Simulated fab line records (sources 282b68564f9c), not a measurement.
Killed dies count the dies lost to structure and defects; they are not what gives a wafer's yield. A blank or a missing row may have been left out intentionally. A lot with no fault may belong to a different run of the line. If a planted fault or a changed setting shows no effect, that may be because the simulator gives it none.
fab line records + flow ritCmos
record:
- lots: 6
- wafers: 18
- lastDay: 6
route steps=202 shown ACTIVE@8 FOX1@20 M1@202
lots that met no fault: from a run of the same line without faults
startH: hours from the record's first day to the start of the lot's first wafer shown + waitH: hours since the lot's step before + " identical to the entry in the row above + L1.1+2: several wafers, shown together as one row + - no value present, or no start provided + * or withheld: withheld + < > ~ a bound
route shown NAME@n: NAME is a module with steps in the file, n the number in the route of the first one + usual: average and standard deviation across the fault-free wafers + same: alike in all rows + chamber/n: place in a boat + sites: readings site by site + _std_site: the standard deviation of these + _edge_site: inner sites' mean taken away from outer sites' mean + radiusMm: for every site, how far away it sits from the centre of the wafer + mask NAME#n: copy n + behind: the most recent tool/chamber to have shaped the wafer + hold: reason for holding the lot/hours on hold/outcome of the hold + device: the n, p or np transistor that did not switch + end of line: tests of these same wafers at the route's end + for a step that has no rows: nothing shown but its recipe + killed: count of dies lost to structure and defects at first sort (not the wafer's yield) + map: the dies of a wafer, with x for killed, . for not killed, _ for no die there
set.NAME: the setting the step ran with; set.NAME@STEP: the setting that earlier step ran with + model.NAME: the simulator's own value behind a step, which no gauge read
certain route steps with their lots: each step a table, each wafer a row
services: from which hour (startH, from the record's first day; less than 0 if before it) a tool's chamber was out of use, for how many hours, and why
== steps ==
step: RIT_ACTIVE_SOFTBAKE_07
recipe:
- resist: NOVOLAK
- tempC: 90
- timeS: 57.02
step: RIT_ACTIVE_EXPOSE_08
recipe:
- maskId: M1
- na: 0.6
- sourceShape: conventional
- sigmaOuter: 0.6
- targetCdNm: 1400
- doseMj: 225
step: RIT_ACTIVE_PEB_09
recipe:
- resist: NOVOLAK
- tempC: withheld
- timeS: withheld
step: RIT_ACTIVE_DEVELOP_10
recipe:
- resist: NOVOLAK
- developTimeS: 50
- devTempC: 23
step: RIT_ACTIVE_CD_MEAS_11
recipe:
- targetCdNm: 1400
usual:
- cdNm: 1400.5/1.9
| lot.wafer | tool     | chamber | startH | waitH | cdNm   |
|-----------|----------|---------|--------|-------|--------|
| L138.1    | cdSem-02 | -       | 15.19  | -     | 1398.9 |
| L138.2    | "        | -       | "      | "     | 1401.4 |
| L138.3    | "        | -       | "      | "     | 1398.9 |
| L145.1    | cdSem-02 | -       | 50.22  | -     | 1402.2 |
| L145.3    | "        | -       | "      | "     | 1402.8 |
| L145.5    | "        | -       | "      | "     | 1402.3 |
| L147.1    | cdSem-01 | -       | 59.56  | -     | 1401.8 |
| L147.2    | "        | -       | "      | "     | 1400.3 |
| L147.4    | "        | -       | "      | "     | 1399.2 |
| L151.1    | cdSem-01 | -       | 80.81  | -     | 1402.8 |
| L151.5    | "        | -       | "      | "     | 1402.5 |
| L151.6    | "        | -       | "      | "     | 1403.0 |
| L152.2    | cdSem-01 | -       | 85.26  | -     | 1402.4 |
| L152.3    | "        | -       | "      | "     | 1403.5 |
| L152.4    | "        | -       | "      | "     | 1402.1 |
| L157.1    | cdSem-02 | -       | 109.48 | -     | 1399.9 |
| L157.3    | "        | -       | "      | "     | 1400.3 |
| L157.4    | "        | -       | "      | "     | 1398.1 |
step: RIT_ACTIVE_HARDBAKE_12
recipe:
- resist: NOVOLAK
- tempC: 140
- timeS: 60
step: RIT_ACTIVE_ETCH_13
recipe:
- stopOn: SiO2
- chemistry: SF6
- target: Si3N4
- timeS: 210
- overEtchFrac: 0.4
- SF6_flow_sccm: 200
- pressureMtorr: 260
- rfW: 125
- targetDepthA: 2100
usual:
- drypumpMotorCurrentA: 5.7/0.32
- oesProductAu: 0.821/0.012
- throttleValvePct: 7.59/0.12
| lot.wafer | tool       | chamber | startH | waitH | drypumpMotorCurrentA | oesProductAu | rfHoursCounterH | throttleValvePct |
|-----------|------------|---------|--------|-------|----------------------|--------------|-----------------|------------------|
| L138.1    | rieDiel-01 | 2       | 15.46  | 0.1   | 5.6                  | 0.834        | 6               | 7.54             |
| L138.2    | "          | 1       | "      | "     | 5.3                  | 0.835        | 99              | 7.44             |
| L138.3    | "          | 0       | "      | "     | 6.4                  | 0.813        | 169             | 7.65             |
| L145.1    | rieDiel-01 | 3       | 50.49  | 0.1   | 5.7                  | 0.810        | 1               | 7.81             |
| L145.3    | "          | 0       | "      | "     | 6.4                  | 0.811        | 169             | 7.66             |
| L145.5    | "          | 1       | "      | "     | 5.3                  | 0.820        | -               | 7.44             |
| L147.1    | rieDiel-02 | 2       | 60.01  | 0.1   | 5.7                  | 0.824        | 50              | 7.58             |
| L147.2    | "          | 0       | "      | "     | 6.1                  | 0.813        | 74              | 7.46             |
| L147.4    | "          | 2       | "      | "     | 5.7                  | 0.814        | -               | 7.60             |
| L151.1    | rieDiel-02 | 1       | 81.08  | 0.1   | 5.6                  | 0.803        | 64              | 7.76             |
| L151.5    | "          | 3       | "      | "     | 6.3                  | 0.828        | -               | 7.47             |
| L151.6    | "          | 2       | "      | "     | 5.6                  | 0.827        | -               | 7.58             |
| L152.2    | rieDiel-03 | 2       | 85.51  | 0.1   | 5.5                  | 0.826        | 6               | 7.72             |
| L152.3    | "          | 0       | "      | "     | 5.3                  | 0.845        | 116             | 7.58             |
| L152.4    | "          | 1       | "      | "     | 5.9                  | 0.802        | 126             | 7.64             |
| L157.1    | rieDiel-03 | 0       | 109.75 | 0.1   | 5.3                  | 0.846        | 116             | 7.60             |
| L157.3    | "          | 1       | "      | "     | 5.9                  | 0.818        | 127             | 7.62             |
| L157.4    | "          | 2       | "      | "     | 5.5                  | 0.821        | 7               | 7.72             |
step: RIT_ACTIVE_STRIP_14
recipe:
- chemistry: O2
- timeS: 180
- resist: NOVOLAK
- platenTempC: withheld
- powerW: 500
- pressureMtorr: 4000
- o2FlowSccm: 4000
usual:
- drypumpMotorCurrentA: 5.8/0.49
- rfReflPowerW: 7.5/1
| lot.wafer | tool           | chamber | startH | waitH | drypumpMotorCurrentA | rfHoursCounterH | rfReflPowerW |
|-----------|----------------|---------|--------|-------|----------------------|-----------------|--------------|
| L138.1    | plasmaAsher-02 | 1       | 15.59  | 0.1   | 5.7                  | 37              | 6.8          |
| L138.2    | "              | 0       | "      | "     | 5.8                  | 37              | 7.7          |
| L138.3    | "              | 1       | "      | "     | 5.7                  | -               | 6.9          |
| L145.1    | plasmaAsher-01 | 0       | 50.63  | 0.1   | 5.2                  | 26              | 8.7          |
| L145.3    | "              | 0       | "      | "     | 5.2                  | -               | 8.9          |
| L145.5    | "              | 0       | "      | "     | 5.2                  | -               | 8.9          |
| L147.1    | plasmaAsher-03 | 1       | 60.15  | 0.1   | 6.7                  | 41              | 8.2          |
| L147.2    | "              | 0       | "      | "     | 6.4                  | 41              | 5.2          |
| L147.4    | "              | 1       | "      | "     | 6.7                  | -               | 8.0          |
| L151.1    | plasmaAsher-02 | 0       | 81.21  | 0.1   | 5.8                  | 44              | 7.6          |
| L151.5    | "              | 1       | "      | "     | 5.7                  | -               | 6.9          |
| L151.6    | "              | 0       | "      | "     | 5.8                  | -               | 7.7          |
| L152.2    | plasmaAsher-01 | 1       | 85.64  | 0.1   | 5.8                  | 30              | 7.3          |
| L152.3    | "              | 1       | "      | "     | 5.7                  | -               | 7.2          |
| L152.4    | "              | 0       | "      | "     | 5.2                  | -               | 8.9          |
| L157.1    | plasmaAsher-01 | 0       | 109.89 | 0.1   | 5.2                  | 33              | 9.2          |
| L157.3    | "              | 1       | "      | "     | 5.7                  | -               | 7.2          |
| L157.4    | "              | 0       | "      | "     | 5.2                  | -               | 9.0          |
step: RIT_ACTIVE_CD_MEAS_90
recipe:
- targetCdNm: 1400
usual:
- cdNm: 1400.5/1.9
| lot.wafer | tool     | chamber | startH | waitH | cdNm   |
|-----------|----------|---------|--------|-------|--------|
| L138.1    | cdSem-01 | -       | 15.77  | 0.1   | 1398.7 |
| L138.2    | "        | -       | "      | "     | 1401.5 |
| L138.3    | "        | -       | "      | "     | 1399.0 |
| L145.1    | cdSem-01 | -       | 50.80  | 0.1   | 1402.3 |
| L145.3    | "        | -       | "      | "     | 1402.6 |
| L145.5    | "        | -       | "      | "     | 1401.8 |
| L147.1    | cdSem-01 | -       | 60.32  | 0.1   | 1401.7 |
| L147.2    | "        | -       | "      | "     | 1400.5 |
| L147.4    | "        | -       | "      | "     | 1399.1 |
| L151.1    | cdSem-01 | -       | 81.39  | 0.1   | 1402.8 |
| L151.5    | "        | -       | "      | "     | 1402.8 |
| L151.6    | "        | -       | "      | "     | 1403.2 |
| L152.2    | cdSem-02 | -       | 85.84  | 0.1   | 1402.7 |
| L152.3    | "        | -       | "      | "     | 1403.6 |
| L152.4    | "        | -       | "      | "     | 1402.2 |
| L157.1    | cdSem-01 | -       | 110.06 | 0.1   | 1399.9 |
| L157.3    | "        | -       | "      | "     | 1400.3 |
| L157.4    | "        | -       | "      | "     | 1397.5 |
step: RIT_ACTIVE_CLEAN_15
recipe:
- chemistry: SC1
- mix: 3:3:50
- timeS: 600
- tempC: 75
step: RIT_ACTIVE_CLEAN_16
recipe:
- chemistry: dHF
- dilution: 50:1
- timeS: 30
step: RIT_ACTIVE_CLEAN_17
recipe:
- chemistry: SC2
- mix: 3:3:50
- timeS: 600
- tempC: 75
- dry: n2Spin
step: RIT_FOX1_OXIDATION_00
recipe:
- tempC: 1100
- ambient: H2O
- targetThkA: 3507
- pH2oTorr: 720
- oxTimeS: 1130
usual:
- spikeTcCentreC: 1102.3/1.1
- spikeTcLoadC: 1124.4/1.8
- spikeTcSourceC: 1123/3.3
- tubeCenterTempC: 1100/0.11
- tube_center_temp_C_max: 1102.9/0.51
- zonePowerLoadPct: 40.1/2.2
- zonePowerSourcePct: 42.5/1.5
| lot.wafer | tool       | chamber | startH | waitH | spikeTcCentreC | spikeTcLoadC | spikeTcSourceC | tubeCenterTempC | tube_center_temp_C_max | zonePowerLoadPct | zonePowerSourcePct | model.SiO2_of_FOX1_OXIDATION_00.thkNm |
|-----------|------------|---------|--------|-------|----------------|--------------|----------------|-----------------|------------------------|------------------|--------------------|---------------------------------------|
| L138.1    | furnace-03 | 0       | 16.87  | 0.6   | 1101.1         | 1120.8       | 1125           | 1100.2          | 1102.6                 | 42.3             | 41.3               | 352.3                                 |
| L138.2    | "          | 0       | "      | "     | 1102.3         | 1124.8       | 1124           | 1099.9          | 1102.7                 | 42.8             | 41.2               | 355.3                                 |
| L138.3    | "          | 0       | "      | "     | 1101.7         | 1122.6       | 1129           | 1100.1          | 1103.3                 | 41.9             | 41.1               | 357.1                                 |
| L145.1    | furnace-03 | 0       | 52.05  | 0.7   | 1101.3         | 1123.6       | 1124           | 1100            | 1102.5                 | 41.9             | 40.9               | 338.2                                 |
| L145.3    | "          | 0       | "      | "     | 1100.9         | 1122.0       | 1128           | 1100            | 1103.7                 | 42.0             | 41.0               | 344.9                                 |
| L145.5    | "          | 0       | "      | "     | 1103.0         | 1123.1       | 1126           | 1099.9          | 1102.7                 | 41.9             | 41.3               | 354.3                                 |
| L147.1    | furnace-03 | 0       | 60.81  | 0.0   | 1137.0         | 1157.7       | 1159           | 1135            | 1137.1                 | 45.6             | 44.5               | 412.4                                 |
| L147.2    | "          | 0       | "      | "     | 1136.1         | 1155.2       | 1161           | 1135.2          | 1137.7                 | 45.3             | 44.2               | 406.7                                 |
| L147.4    | "          | 0       | "      | "     | 1135.2         | 1156.3       | 1162           | 1134.9          | 1137.1                 | 45.4             | 44.5               | 415.8                                 |
| L151.1    | furnace-03 | 0       | 81.90  | 0.0   | 1136.4         | 1157.3       | 1162           | 1135            | 1137.8                 | 44.8             | 43.9               | 413.3                                 |
| L151.5    | "          | 0       | "      | "     | 1135.4         | 1159.0       | 1160           | 1135            | 1138.1                 | 45.3             | 44.4               | 404.9                                 |
| L151.6    | "          | 0       | "      | "     | 1136.9         | 1159.4       | 1162           | 1135.1          | 1137.6                 | 45.2             | 43.6               | 403.8                                 |
| L152.2    | furnace-02 | 0       | 86.34  | 0.0   | 1102.6         | 1125.9       | 1120           | 1100            | 1102.4                 | 37.5             | 43.5               | 355.3                                 |
| L152.3    | "          | 0       | "      | "     | 1103.3         | 1127.6       | 1118           | 1099.9          | 1102.2                 | 36.9             | 44.0               | 351.2                                 |
| L152.4    | "          | 0       | "      | "     | 1102.7         | 1127.0       | 1121           | 1100            | 1102.8                 | 37.5             | 43.9               | 360.7                                 |
| L157.1    | furnace-02 | 0       | 110.92 | 0.4   | 1102.0         | 1125.3       | 1120           | 1100            | 1102.4                 | 38.0             | 44.1               | 346.8                                 |
| L157.3    | "          | 0       | "      | "     | 1103.6         | 1125.6       | 1121           | 1099.9          | 1102.2                 | 38.0             | 43.3               | 345.5                                 |
| L157.4    | "          | 0       | "      | "     | 1101.7         | 1124.1       | 1120           | 1099.9          | 1103.2                 | 37.0             | 43.7               | 350.8                                 |
step: RIT_FOX1_THK_MEAS_01
recipe:
- reads: SiO2_of_FOX1_OXIDATION_00
usual:
- FOX1_OXIDE_THK: 354/7
| lot.wafer | tool         | chamber | startH | waitH | FOX1_OXIDE_THK[nm] |
|-----------|--------------|---------|--------|-------|--------------------|
| L138.1    | filmMetro-02 | -       | 18.18  | 0.0   | 353                |
| L138.2    | "            | -       | "      | "     | 355                |
| L138.3    | "            | -       | "      | "     | 357                |
| L145.1    | filmMetro-03 | -       | 53.37  | 0.0   | 338                |
| L145.3    | "            | -       | "      | "     | 345                |
| L145.5    | "            | -       | "      | "     | 354                |
| L147.1    | filmMetro-03 | -       | 62.12  | 0.0   | 412                |
| L147.2    | "            | -       | "      | "     | 407                |
| L147.4    | "            | -       | "      | "     | 416                |
| L151.1    | filmMetro-02 | -       | 83.22  | 0.0   | 413                |
| L151.5    | "            | -       | "      | "     | 405                |
| L151.6    | "            | -       | "      | "     | 404                |
| L152.2    | filmMetro-03 | -       | 87.66  | 0.0   | 355                |
| L152.3    | "            | -       | "      | "     | 351                |
| L152.4    | "            | -       | "      | "     | 361                |
| L157.1    | filmMetro-01 | -       | 112.23 | 0.0   | 347                |
| L157.3    | "            | -       | "      | "     | 345                |
| L157.4    | "            | -       | "      | "     | 351                |
step: RIT_FOX1_WET_ETCH_02
recipe:
- chemistry: BOE
- targetDepthNm: 350
- timeS: 390
- tempC: 21.5
- dry: n2Spin
- dilution: 10:1
- target: SiO2
step: RIT_M1_PROBE_99
usual:
- killedAtContacts: 0.0/0.18
- killedAtFrontEnd: 7/3.1
- killedDies: 7/3.1
- killedOnRim: 1.8/1.4
- killedOpen: 3.5/2.1
- killedShort: 3.5/2
same:
- grossDies: 264
- killed_at_M0_to_M3: 0
- killed_at_M4_up: 0
- killedAtBackSide: 0
- killedAtOther: 0
| lot.wafer | tool      | chamber | startH | waitH | killedAtContacts | killedAtFrontEnd | killedDies | killedOnRim | killedOpen | killedShort | model.etest.nldd.widthNm | model.etest.pldd.widthNm | model.etest.pplusSal.widthNm | model.etest.nplusSal.widthNm | model.etest.nmosNarrow.driveUaUm | model.etest.pmosNarrow.driveUaUm |
|-----------|-----------|---------|--------|-------|------------------|------------------|------------|-------------|------------|-------------|--------------------------|--------------------------|------------------------------|------------------------------|----------------------------------|----------------------------------|
| L138.1    | prober-01 | -       | 58.42  | 0.1   | 0                | 8                | 8          | 0           | 3          | 5           | 3188                     | 3194                     | 3446                         | 3467                         | 210.6                            | 92.28                            |
| L138.2    | prober-01 | -       | 58.47  | 0.1   | 1                | 3                | 4          | 0           | 4          | 0           | 3185                     | 3199                     | 3469                         | 3458                         | 207                              | 90.87                            |
| L138.3    | prober-01 | -       | 58.52  | 0.2   | 0                | 6                | 6          | 1           | 4          | 1           | 3186                     | 3191                     | 3460                         | 3463                         | 210.5                            | 94.19                            |
| L145.1    | prober-02 | -       | 95.26  | 0.1   | 0                | 4                | 4          | 0           | 3          | 1           | 3180                     | 3194                     | 3460                         | 3444                         | 213.8                            | 96.22                            |
| L145.3    | prober-02 | -       | 95.36  | 0.2   | 0                | 15               | 15         | 2           | 7          | 8           | 3185                     | 3186                     | 3470                         | 3449                         | 213.9                            | 95.49                            |
| L145.5    | prober-02 | -       | 95.46  | 0.2   | 0                | 4                | 4          | 1           | 2          | 2           | 3183                     | 3166                     | 3443                         | 3438                         | 213.8                            | 97.31                            |
| L147.1    | prober-02 | -       | 104.02 | 0.1   | 0                | 4                | 4          | 0           | 2          | 2           | 3118                     | 3113                     | 3384                         | 3397                         | 195.1                            | 88.57                            |
| L147.2    | prober-02 | -       | 104.07 | 0.1   | 0                | 4                | 4          | 0           | 3          | 1           | 3110                     | 3115                     | 3419                         | 3381                         | 191.3                            | 88.81                            |
| L147.4    | prober-02 | -       | 104.17 | 0.2   | 0                | 5                | 5          | 3           | 2          | 3           | 3108                     | 3101                     | 3393                         | 3387                         | 190.9                            | 86.35                            |
| L152.2    | prober-01 | -       | 129.89 | 0.1   | 0                | 7                | 7          | 1           | 2          | 5           | 3154                     | 3150                     | 3428                         | 3429                         | 200.1                            | 92.12                            |
| L152.3    | prober-01 | -       | 129.94 | 0.2   | 0                | 9                | 9          | 2           | 3          | 6           | 3144                     | 3173                     | 3441                         | 3426                         | 206.6                            | 96.22                            |
| L152.4    | prober-01 | -       | 129.99 | 0.2   | 0                | 6                | 6          | 2           | 0          | 6           | 3136                     | 3136                     | 3433                         | 3428                         | 196.1                            | 90.14                            |
| L157.1    | prober-02 | -       | 152.61 | 0.1   | 0                | 8                | 8          | 2           | 5          | 3           | 3176                     | 3179                     | 3442                         | 3458                         | 213.6                            | 93.12                            |
| L157.3    | prober-02 | -       | 152.71 | 0.2   | 0                | 7                | 7          | 0           | 4          | 3           | 3186                     | 3175                     | 3440                         | 3425                         | 215.2                            | 94.3                             |
| L157.4    | prober-02 | -       | 152.76 | 0.2   | 0                | 4                | 4          | 2           | 3          | 1           | 3182                     | 3177                     | 3457                         | 3450                         | 209.1                            | 92.25                            |
killed by level:class
L138.1 SPACER:geometricParticle:short=2 FOX1:geometricParticle:short=1 GATE:geometricParticle:open=1 GATE:geometricParticle:short=1 REOX:geometricParticle:short=1 REOX:geometricParticle:open=1 SPACER:geometricParticle:open=1
L138.2 REOX:geometricParticle:open=1 SPACER:geometricParticle:open=1 SILICIDE:geometricParticle:open=1 CONTACT:geometricParticle:open=1
L138.3 FOX1:geometricParticle:open=3 FOX2:geometricParticle:open=1 REOX:geometricParticle:short=1 PRETRO:coatMicrobubblePrinted=1
L145.1 FOX2:geometricParticle:open=2 GATE:geometricParticle:short=1 SPACER:geometricParticle:open=1
L145.3 GATE:geometricParticle:short=5 GATE:geometricParticle:open=4 FOX1:geometricParticle:open=2 FOX1:geometricParticle:short=1 REOX:geometricParticle:open=1 REOX:geometricParticle:short=1 SILICIDE:geometricParticle:short=1
L145.5 REOX:geometricParticle:open=2 FOX1:geometricParticle:short=1 GATE:geometricParticle:short=1
L147.1 FOX1:geometricParticle:short=1 GATE:geometricParticle:open=1 REOX:geometricParticle:open=1 SPACER:geometricParticle:short=1
L147.2 GATE:geometricParticle:open=2 REOX:geometricParticle:short=1 SPACER:geometricParticle:open=1
L147.4 GATE:geometricParticle:short=2 FOX2:geometricParticle:open=1 REOX:geometricParticle:open=1 REOX:geometricParticle:short=1
L152.2 FOX1:geometricParticle:short=2 FOX2:geometricParticle:open=1 FOX2:geometricParticle:short=1 GATE:geometricParticle:short=1 GATE:geometricParticle:open=1 SILICIDE:geometricParticle:short=1
L152.3 FOX2:geometricParticle:short=2 FOX2:geometricParticle:open=1 GATE:geometricParticle:short=1 GATE:geometricParticle:open=1 SILICIDE:geometricParticle:open=1 REOX:geometricParticle:short=1 SPACER:geometricParticle:short=1 SILICIDE:geometricParticle:short=1
L152.4 GATE:geometricParticle:short=2 SILICIDE:geometricParticle:short=2 FOX1:geometricParticle:short=1 REOX:geometricParticle:short=1
L157.1 SPACER:geometricParticle:open=2 FOX1:geometricParticle:open=1 GATE:geometricParticle:open=1 GATE:geometricParticle:short=1 SPACER:geometricParticle:short=1 SILICIDE:geometricParticle:open=1 SILICIDE:geometricParticle:short=1
L157.3 FOX1:geometricParticle:open=2 REOX:geometricParticle:short=2 REOX:geometricParticle:open=1 SPACER:geometricParticle:short=1 SPACER:geometricParticle:open=1
L157.4 FOX1:geometricParticle:open=1 FOX2:geometricParticle:open=1 GATE:geometricParticle:open=1 GATE:geometricParticle:short=1
== services ==
| tool           | chamber | startH | hours | kind          |
|----------------|---------|--------|-------|---------------|
| furnace-03     | -       | 24.37  | 3.8   | pm            |
| plasmaAsher-02 | -       | 27.74  | 2.8   | pm            |
| rieDiel-02     | 1       | 39.79  | 25.5  | repair        |
| rieDiel-01     | 0       | 55.11  | 2.8   | repair        |
| rieDiel-01     | 0       | 57.90  | -     | clean         |
| rieDiel-01     | 0       | 57.90  | 17.9  | scheduledDown |
| rieDiel-01     | 0       | 57.90  | 17.9  | ventCycle     |
| plasmaAsher-02 | -       | 91.14  | 0.5   | repair        |
| plasmaAsher-03 | -       | 93.48  | 28.1  | pm            |
| furnace-02     | -       | 94.69  | 3.1   | pm            |
| furnace-02     | -       | 97.78  | 4.6   | pm            |
| plasmaAsher-02 | -       | 104.86 | 3.3   | repair        |
| plasmaAsher-02 | -       | 105.39 | 0.4   | repair        |
| plasmaAsher-02 | -       | 108.81 | 9.0   | pm            |
| plasmaAsher-02 | 0       | 108.81 | 9.0   | ventCycle     |
| plasmaAsher-02 | 1       | 108.81 | 9.0   | ventCycle     |
== key ==
firstSign:
- step: RIT_FOX1_OXIDATION_00
- reading: tubeCenterTempC
- direction: up
- sigmas: 99+
- usual: *
- struck: *
effect:
- step: RIT_FOX1_OXIDATION_00
- reading: tube_center_temp_C_max
- direction: up
- sigmas: 68
- usual: *
- struck: *
effect:
- step: RIT_FOX1_THK_MEAS_01
- reading: FOX1_OXIDE_THK
- direction: up
- sigmas: 8
- usual: 354
- struck: 409
modelEffect:
- step: RIT_FOX1_OXIDATION_00
- value: SiO2_of_FOX1_OXIDATION_00.thkNm
- without: 355.6
- struck: 409.5
modelEffect:
- step: RIT_M1_PROBE_99
- value: etest.nldd.widthNm
- without: 3178
- struck: 3112
metAt RIT_FOX1_OXIDATION_00
struckWafers L147.1,L147.2,L147.4,L151.1,L151.5,L151.6
rowsEnd L151.1,L151.5,L151.6
testerLeftOut L147
onsetBetween 52.05 60.81
fault:
- kind: processParameterDrift
- tool: furnace-03
- chamber: -
- onsetH: 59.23
- steps: RIT_FOX1_OXIDATION_00
- channel: tempC
- offset: *
- shape: step
- endH: 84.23
- actsIn: *
- stated: *
testerLeftOut: of these lots the tester's yield and bins aren't shown, on N5 and GAA mostly nor the transistor test; their killed dies are dies lost to structure and defects alone, not to doping, threshold or leakage, so they don't give the yield
rowsEnd: these wafers met a further fault down the route, and their rows from its step on are left out
